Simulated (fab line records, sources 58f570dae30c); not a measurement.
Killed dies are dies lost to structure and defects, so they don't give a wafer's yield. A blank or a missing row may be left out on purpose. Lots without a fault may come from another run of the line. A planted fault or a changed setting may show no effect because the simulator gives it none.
Split-lot experiment | flow berkeley_cmos170 | 5 lots, 27 wafers read, on a route of 331 steps

THE SPLIT
At UCB170_M3_DEVELOP_14 (develop time 45 s), the setting develop_time_s was moved away from the recipe's 45 s on 9 of the 27 wafers read, by -44.2% to +58.4%. The other wafers ran this setting at the recipe's value.

The file shows no step between the split and the reading.

THE READING
cd_nm, in nm, at UCB170_M3_CD_MEAS_15 (target cd 700 nm). Fault-free wafers of this fab line usually give 699.3 nm, standard deviation 1.3 nm.

wafer  | tool, chamber at the split | develop_time_s as run, s | against the recipe | cd_nm, nm | against lot-mates on the recipe
L074.4 | litho_track-02, 0          | 45                       | recipe             | 702.4     | -
L074.5 | litho_track-02, 0          | 45                       | recipe             | 701.1     | -
L074.6 | litho_track-02, 0          | 45                       | recipe             | 700.4     | -
L077.1 | litho_track-01, 0          | 45                       | recipe             | 700.4     | -
L077.2 | litho_track-01, 0          | 61.15                    | +35.9%             | 697.5     | -2.9
L077.3 | litho_track-01, 0          | 61.15                    | +35.9%             | 697.6     | -2.8
L077.4 | litho_track-01, 0          | 45                       | recipe             | 700.5     | -
L077.5 | litho_track-01, 0          | 61.15                    | +35.9%             | 697.3     | -3.1
L077.6 | litho_track-01, 0          | 45                       | recipe             | 700.4     | -
L079.1 | litho_track-01, 0          | 45                       | recipe             | 698.3     | -
L079.2 | litho_track-01, 0          | 71.27                    | +58.4%             | 696.4     | -2.4
L079.3 | litho_track-01, 0          | 45                       | recipe             | 699.3     | -
L079.4 | litho_track-01, 0          | 45                       | recipe             | 698.7     | -
L079.5 | litho_track-01, 0          | 71.27                    | +58.4%             | 696.2     | -2.6
L079.6 | litho_track-01, 0          | 71.27                    | +58.4%             | 696.2     | -2.6
L082.1 | litho_track-04, 0          | 45                       | recipe             | 699.1     | -
L082.2 | litho_track-04, 0          | 45                       | recipe             | 700.1     | -
L082.3 | litho_track-04, 0          | 45                       | recipe             | 699.6     | -
L082.4 | litho_track-04, 0          | 45                       | recipe             | 699.7     | -
L082.5 | litho_track-04, 0          | 45                       | recipe             | 699.9     | -
L082.6 | litho_track-04, 0          | 45                       | recipe             | 700.3     | -
L083.1 | litho_track-04, 0          | 45                       | recipe             | 698.8     | -
L083.2 | litho_track-04, 0          | 25.11                    | -44.2%             | 702.9     | +3.8
L083.3 | litho_track-04, 0          | 45                       | recipe             | 699.6     | -
L083.4 | litho_track-04, 0          | 25.11                    | -44.2%             | 703.0     | +3.9
L083.5 | litho_track-04, 0          | 45                       | recipe             | 698.8     | -
L083.6 | litho_track-04, 0          | 25.11                    | -44.2%             | 703.7     | +4.6

THE FIT
A straight line over all 27 wafers: cd_nm changes by -0.0672 nm for each +1% of develop_time_s; r = -0.91; the points scatter about the line by 0.84 nm.
The same after taking each lot's own level away (the mean of its wafers on the recipe; 27 wafers): -0.0671 nm for each +1%; r = -0.93; scatter 0.75 nm.
On that fit, the largest move of develop_time_s shifts the reading by 3.9 nm.
The lots' own levels span 698.77 to 701.30 nm, that is 1.9 times the standard deviation above.
So the lot-to-lot level changes the slope little: the two slopes agree.
Check: with one of the wafers moved furthest among these (+58.4%) left out of the fit, the line predicts -3.99 nm for it against its lot-mates. It came out at -2.37 nm against them.

OTHER SPLITS ON THESE WAFERS
These wafers also went through other splits before the reading. Each is held against what the fit with the lots' levels taken away leaves over:
other split on the same wafers | wafers away from the commonest value | r with cd_nm (lot level and that fit taken away)
UCB170_V1_CVD_00 time_s        | 6                                    | -0.18

THE WHOLE CHAIN: every reading that the file lists as answering this split, in the file's order
step                 | what it does         | reading                                                   | change (the file's fit)                | r (the file's)
UCB170_M3_CD_MEAS_15 | target cd 700 nm     | cd_nm                                                     | -0.0653 nm for each +1% of the setting | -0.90
UCB170_M3_ETCH_17    | etches BARC in N2/H2 | M3.cd_nm (the simulator's own value, which no gauge read) | -0.0633 nm for each +1% of the setting | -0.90

THE FILE'S OWN FIT
cd_nm changes by -0.0653 nm for each +1% of develop_time_s, r = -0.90.
